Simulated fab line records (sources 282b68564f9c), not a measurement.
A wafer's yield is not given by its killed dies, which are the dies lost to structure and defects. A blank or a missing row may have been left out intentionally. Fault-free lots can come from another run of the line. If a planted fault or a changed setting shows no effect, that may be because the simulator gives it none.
Which tool did it? -- flow ritCmos -- 14 lots, 42 wafers sampled, at 5 steps of a route of 202

WHAT THE GAUGES READ, wafer by wafer
RIT_NSD_TW_MEAS_10. Usual: NSD_TW 3143, standard deviation 36.
lot,measured,on,NSD_TW,flag
L909,day 3 04:28,filmMetro-04,3048 3060 3064,
L912,day 3 16:13,filmMetro-03,3158 3162 3172,
L913,day 3 22:04,filmMetro-03,3130 3162 3154,
L915,day 4 08:27,filmMetro-03,3151 3155 3156,
L916,day 4 15:59,filmMetro-03,3172 3151 3154,
L917,day 4 19:35,filmMetro-01,3156 3167 3166,
L918,day 5 01:21,filmMetro-01,3542 3538 3545,OFF
L920,day 5 14:32,filmMetro-03,3159 3144 3147,
L921,day 5 16:35,filmMetro-01,3526 3534 3556,OFF
L926,day 6 18:44,filmMetro-01,3161 3151 3160,
L927,day 6 22:55,filmMetro-03,3155 3153 3167,
L928,day 7 00:44,filmMetro-03,3152 3150 3166,
L929,day 7 08:49,filmMetro-01,3168 3183 3189,
L932,day 7 21:48,filmMetro-03,3142 3163 3144,

RIT_PSD_TW_MEAS_10. Usual: PSD_TW 3433, standard deviation 56.
lot,measured,on,PSD_TW,flag
L909,day 3 05:53,filmMetro-01,3475 3472 3476,
L912,day 3 17:38,filmMetro-03,3458 3438 3430,
L913,day 3 23:37,filmMetro-01,3471 3473 3467,
L915,day 4 10:11,filmMetro-04,3356 3376 3362,
L916,day 4 17:25,filmMetro-04,3347 3350 3348,
L917,day 4 21:01,filmMetro-03,3466 3457 3463,
L918,day 5 02:58,filmMetro-04,3346 3332 3357,
L920,day 5 16:05,filmMetro-01,3482 3472 3494,
L921,day 5 18:11,filmMetro-04,3362 3354 3355,
L926,day 6 20:10,filmMetro-01,3457 3456 3472,
L927,day 7 00:20,filmMetro-04,3352 3336 3346,
L928,day 7 02:17,filmMetro-01,3470 3479 3481,
L929,day 7 10:14,filmMetro-01,3490 3471 3488,
L932,day 7 23:13,filmMetro-04,3345 3353 3364,

RIT_SDANNEAL_RS_MEAS_05: the measuring method here is four-point-probe. Usual: NSD_RS 84.5 ohm/sq, standard deviation 0.33.
lot,measured,on,NSD_RS (ohm/sq),flag
L909,day 3 06:32,filmMetro-04,84.5 84.4 84.6,
L912,day 3 18:15,filmMetro-01,84.0 84.2 84.4,
L913,day 4 00:13,filmMetro-01,84.1 84.5 84.3,
L915,day 4 10:47,filmMetro-04,84.5 84.7 84.8,
L916,day 4 18:01,filmMetro-03,84.6 84.3 84.2,
L917,day 4 21:40,filmMetro-03,84.4 84.5 84.7,
L918,day 5 03:34,filmMetro-03,54.3 54.2 54.1,OFF
L920,day 5 16:41,filmMetro-04,84.9 84.8 85.2,
L921,day 5 19:01,filmMetro-04,54.2 54.4 54.3,OFF
L926,day 6 20:47,filmMetro-04,84.8 84.5 84.6,
L927,day 7 00:59,filmMetro-04,84.7 84.9 84.8,
L928,day 7 02:56,filmMetro-04,84.8 85.1 85.0,
L929,day 7 10:51,filmMetro-04,84.7 84.6 84.3,
L932,day 7 23:53,filmMetro-01,84.7 84.7 84.4,

TOOL THAT RAN EACH LOT (tool first, then ch and the chambers of the sampled wafers, then the start)
lot,RIT_PWELL_STRIP_09,RIT_NSD_IMPLANT_08
L909,"plasmaAsher-03 ch 0,1, day 2 00:33","implanter-01 ch 0, day 3 04:08"
L912,"plasmaAsher-01 ch 0,1, day 2 15:08","implanter-03 ch 0, day 3 15:55"
L913,"plasmaAsher-01 ch 0,1, day 2 19:47","implanter-01 ch 0, day 3 21:44"
L915,"plasmaAsher-03 ch 0,1, day 3 05:53","implanter-02 ch 0, day 4 08:07"
L916,"plasmaAsher-01 ch 0,1, day 3 11:13","implanter-02 ch 0, day 4 15:40"
L917,"plasmaAsher-03 ch 1, day 3 15:58","implanter-01 ch 0, day 4 19:17"
L918,"plasmaAsher-01 ch 0,1, day 3 22:05","implanter-02 ch 0, day 5 01:01"
L920,"plasmaAsher-01 ch 0,1, day 4 10:45","implanter-01 ch 0, day 5 14:13"
L921,"plasmaAsher-04 ch 0,1, day 4 11:36","implanter-02 ch 0, day 5 16:17"
L926,"plasmaAsher-04 ch 0,1, day 5 14:21","implanter-03 ch 0, day 6 18:26"
L927,"plasmaAsher-03 ch 0,1, day 5 20:50","implanter-03 ch 0, day 6 22:37"
L928,"plasmaAsher-01 ch 0,1, day 5 23:03","implanter-01 ch 0, day 7 00:27"
L929,"plasmaAsher-01 ch 0,1, day 6 03:06","implanter-01 ch 0, day 7 08:30"
L932,"plasmaAsher-04 ch 0,1, day 6 18:18","implanter-01 ch 0, day 7 21:31"
- RIT_PWELL_STRIP_09: strips in O2, time 180 s.
- RIT_NSD_IMPLANT_08

AS READ BY THE TOOLS THEMSELVES (means over the sampled wafers that have a number; for cases with no such wafer, the mark the record gives instead)
RIT_PWELL_STRIP_09. Usual: 5.45 A for drypumpMotorCurrentA, sd 0.14.
lot,tool,drypumpMotorCurrentA (A),flag
L909,plasmaAsher-03,5.47,
L912,plasmaAsher-01,5.43,
L913,plasmaAsher-01,5.46,
L915,plasmaAsher-03,5.45,
L916,plasmaAsher-01,5.42,
L917,plasmaAsher-03,5.33,
L918,plasmaAsher-01,5.43,
L920,plasmaAsher-01,5.43,
L921,plasmaAsher-04,5.60,
L926,plasmaAsher-04,5.55,
L927,plasmaAsher-03,5.40,
L928,plasmaAsher-01,5.45,
L929,plasmaAsher-01,5.45,
L932,plasmaAsher-04,5.56,

RIT_NSD_IMPLANT_08. Usual: doseIonsCm2 1.0001e+15, standard deviation 1.1e+12; endStationPressureTorr 7.5e-06 Torr, standard deviation 4e-07; faradayCurrentUA 3128, standard deviation 67.
lot,tool,doseIonsCm2,endStationPressureTorr (Torr),faradayCurrentUA,flag
L909,implanter-01,1.0003e+15,7.7e-06,3108,
L912,implanter-03,9.9957e+14,7.8e-06,3099,
L913,implanter-01,9.9953e+14,7.5e-06,3095,
L915,implanter-02,9.9987e+14,7.2e-06,3146,
L916,implanter-02,9.9790e+14,7.2e-06,3188,
L917,implanter-01,1.0005e+15,7.8e-06,3222,
L918,implanter-02,1.8610e+15,1.0e-05,5801,OFF
L920,implanter-01,1.0001e+15,7.3e-06,3105,
L921,implanter-02,1.8594e+15,9.3e-06,5785,OFF
L926,implanter-03,1.0006e+15,7.7e-06,3116,
L927,implanter-03,1.0001e+15,7.5e-06,3097,
L928,implanter-01,9.9983e+14,7.7e-06,3105,
L929,implanter-01,1.0005e+15,7.9e-06,3099,
L932,implanter-01,1.0007e+15,7.5e-06,3140,

THE ANSWER, worked out from the rows above alone
Rule: a lot counts as off when the mean over its wafers that have a number is more than 3 standard deviations away from the usual mean. Also off: a lot with no number at a reading for which 4 or more lots have one. All remaining lots with rows at the step are treated as sound. The gauges are gone through in route order, then the tools' own readings, and for those a lot's mean is taken as printed above. At the first step where some lot is off, the reading lying furthest off is the one used; lots without a number count as furthest.
Off: L918, L921, at RIT_NSD_TW_MEAS_10 (NSD_TW).
A tool fits if, at a process step before that reading, it ran every lot that is off, and no sound lot after the first of them. The gauges at RIT_NSD_TW_MEAS_10 aren't tried: what is off there is off at RIT_SDANNEAL_RS_MEAS_05 too, on other tools, and a gauge's error can't cause that. One fits: RIT_NSD_IMPLANT_08 on implanter-02. A fault onset in the window from L916 (day 4 15:40, its last sound lot) to L918 (day 5 01:01, its first lot off) fits.
The tool's own readings at RIT_NSD_IMPLANT_08 bear it out: on the lots that are off they differ by more than 5 times the standard deviation of the sound lots' means. doseIonsCm2 reads 1.8602e+15 there against 9.9996e+14 on the sound lots; endStationPressureTorr reads 9.7e-06 Torr there against 7.6e-06 Torr on the sound lots; faradayCurrentUA reads 5793 there against 3127 on the sound lots.

WHAT HAD BEEN PUT IN BY THE SIMULATOR
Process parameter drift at RIT_NSD_IMPLANT_08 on implanter-02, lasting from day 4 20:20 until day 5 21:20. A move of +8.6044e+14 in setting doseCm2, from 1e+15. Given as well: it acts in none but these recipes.
Lots struck among those shown: L918, L921. The same result came from the rule above.
